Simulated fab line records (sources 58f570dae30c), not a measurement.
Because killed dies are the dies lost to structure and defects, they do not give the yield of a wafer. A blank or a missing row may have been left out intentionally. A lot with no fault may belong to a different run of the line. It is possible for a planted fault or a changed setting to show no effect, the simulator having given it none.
A struck lot beside a sound one + flow berkeley cmos170 + 31 out of 331 route steps
Sound: the wafers L715.2, L715.3, L715.6. Wafers struck: L706.1, L706.4, L706.5. The cause comes at the end.
Per side, at each step with rows, come the tool, then ch with its chambers, and then its first start. Under that, the readings that differ: sound wafers + struck wafers + difference of the means + sigmas: that difference in standard deviations of wafers without a fault.
alike: same words and numbers on both sides, and readings whose means sit less than 2 such deviations apart. not compared: any withheld reading, any reading some wafer has no value for, any bound like >300 that may hide the same value, and any number with overlapping values for which the record gives no deviation.
The two part at a step that has a row with sigmas, a row that says differs or no value, or rows on one side only. Non-overlapping numbers with no deviation appear without sigmas and do not part them. Lack of a reading on every wafer of one side parts them only where that side has two or more wafers.

UCB170_PLDD_TW_MEAS_11:
  sound on film metro-03 at day 11 17:32; struck on film metro-02 at day 9 17:39
| reading | sound       | struck         | difference | sigmas |
|---------|-------------|----------------|------------|--------|
| PLDD_TW | 995 992 992 | 1022 1019 1019 | +27        | +3     |
then, 7 steps without rows for these wafers: UCB170_PLDD_CLEAN_12 (cleans in SPM, time 600 s); UCB170_NLDD_HMDS_00 (prime time 60 s); UCB170_NLDD_COAT_01 (resist thk 900 nm); UCB170_NLDD_SOFTBAKE_02 (time 60 s); UCB170_NLDD_EXPOSE_03 (exposes mask NSELECT, target cd 1200 nm); UCB170_NLDD_PEB_04; UCB170_NLDD_DEVELOP_05 (develop time 45 s).
UCB170_NLDD_CD_MEAS_06: target cd 1200 nm.
  sound on cd sem-02 at day 11 20:27; struck on cd sem-02 at day 9 20:33
  alike: cd nm
UCB170_NLDD_OVL_MEAS_07:
  sound on overlay-01 at day 11 20:33; struck on overlay-01 at day 9 20:40
  alike: NLDD_OVL
then, 2 steps without rows for these wafers: UCB170_NLDD_IMPLANT_08; UCB170_NLDD_IMPLANT_09.
UCB170_NLDD_STRIP_10: strips in O2.
  sound on plasma asher-02 ch 0,1, day 11 20:53; struck on plasma asher-03 ch 0,1, day 9 21:01
  no value came back on the struck wafers for chamber pressure mTorr (mTorr), drypump motor current A (A), oes product au (a.u.), strip time to endpoint s (s); on the sound wafers chamber pressure mTorr (mTorr) reads 3505 3494 3504
| reading                               | sound | struck            | difference | sigmas |
|---------------------------------------|-------|-------------------|------------|--------|
| model.KrF_of_NLDD_COAT_01.thk nm (nm) | 0 0 0 | 885.1 887.5 889.9 | +887.5     |        |
  not compared: rf hours counter h
UCB170_NLDD_TW_MEAS_11:
  sound on film metro-02 at day 11 20:59; struck on film metro-02 at day 9 21:07
  alike: NLDD_TW
then, 1 step without rows for these wafers: UCB170_NLDD_CLEAN_12 (cleans in SPM, time 600 s).
UCB170_SPACER_CVD_00: deposits SiO2 from TEOS/O2, target thk 376 nm, time 47 s.
  sound on pecvd-02 ch 0,2, day 12 00:06; struck on pecvd-03 ch 0,1,2, day 9 21:20
  alike: heater power w, susceptor temp C
UCB170_SPACER_THK_MEAS_01:
  sound on film metro-03 at day 12 00:09; struck on film metro-03 at day 9 21:26
  alike: SPACER_TEOS_THK
then, 1 step without rows for these wafers: UCB170_SPACER_ANNEAL_02 (time 1800 s).
UCB170_SPACER_ETCHBACK_03: etches SiO2 in CHF3/CF4/Ar, stops on Si, target depth 376 nm, time 100 s.
  sound on rie diel-04 ch 0,3, day 12 07:40; struck on rie diel-03 ch 0,3, day 10 02:11
  alike: cf4 flow sccm, drypump motor current A, oes product au, throttle valve pct
  not compared: rf hours counter h
then, 6 steps without rows for these wafers: UCB170_PSD_HMDS_00 (prime time 60 s); UCB170_PSD_COAT_01 (resist thk 900 nm); UCB170_PSD_SOFTBAKE_02 (time 60 s); UCB170_PSD_EXPOSE_03 (exposes mask PSELECT MOD, target cd 1200 nm); UCB170_PSD_PEB_04; UCB170_PSD_DEVELOP_05 (develop time 45 s).
UCB170_PSD_CD_MEAS_06: target cd 1200 nm.
  sound on cd sem-02 at day 12 09:05; struck on cd sem-02 at day 10 03:29
  alike: cd nm
UCB170_PSD_OVL_MEAS_07:
  sound on overlay-02 at day 12 09:11; struck on overlay-01 at day 10 03:37
  alike: PSD_OVL
then, 1 step without rows for these wafers: UCB170_PSD_IMPLANT_08.
UCB170_PSD_STRIP_09: strips in O2.
  sound on plasma asher-03 ch 0,1, day 12 09:22; struck on plasma asher-03 ch 1, day 10 03:47
| reading                      | sound             | struck            | difference | sigmas      |
|------------------------------|-------------------|-------------------|------------|-------------|
| oes product au (a.u.)        | 0.601 0.603 0.596 | 0.661 0.670 0.664 | +0.065     | +14         |
| strip time to endpoint s (s) | 29.42 29.38 29.35 | 55.70 55.73 55.84 | +26.37     | +99 or more |
  alike: chamber pressure mTorr, drypump motor current A
  not compared: rf hours counter h
UCB170_PSD_TW_MEAS_10:
  sound on film metro-01 at day 12 09:28; struck on film metro-02 at day 10 03:53
| reading | sound          | struck   | difference | sigmas |
|---------|----------------|----------|------------|--------|
| PSD_TW  | 2310 2307 2297 | 30 30 30 | -2275      | -87    |
then, 1 step without rows for these wafers: UCB170_PSD_CLEAN_11 (cleans in SPM, time 600 s).

## WHERE THEY PART
Last at UCB170_PSD_TW_MEAS_10 as far as this record goes, first at UCB170_PLDD_TW_MEAS_11.

WHY: whatever the simulator had introduced
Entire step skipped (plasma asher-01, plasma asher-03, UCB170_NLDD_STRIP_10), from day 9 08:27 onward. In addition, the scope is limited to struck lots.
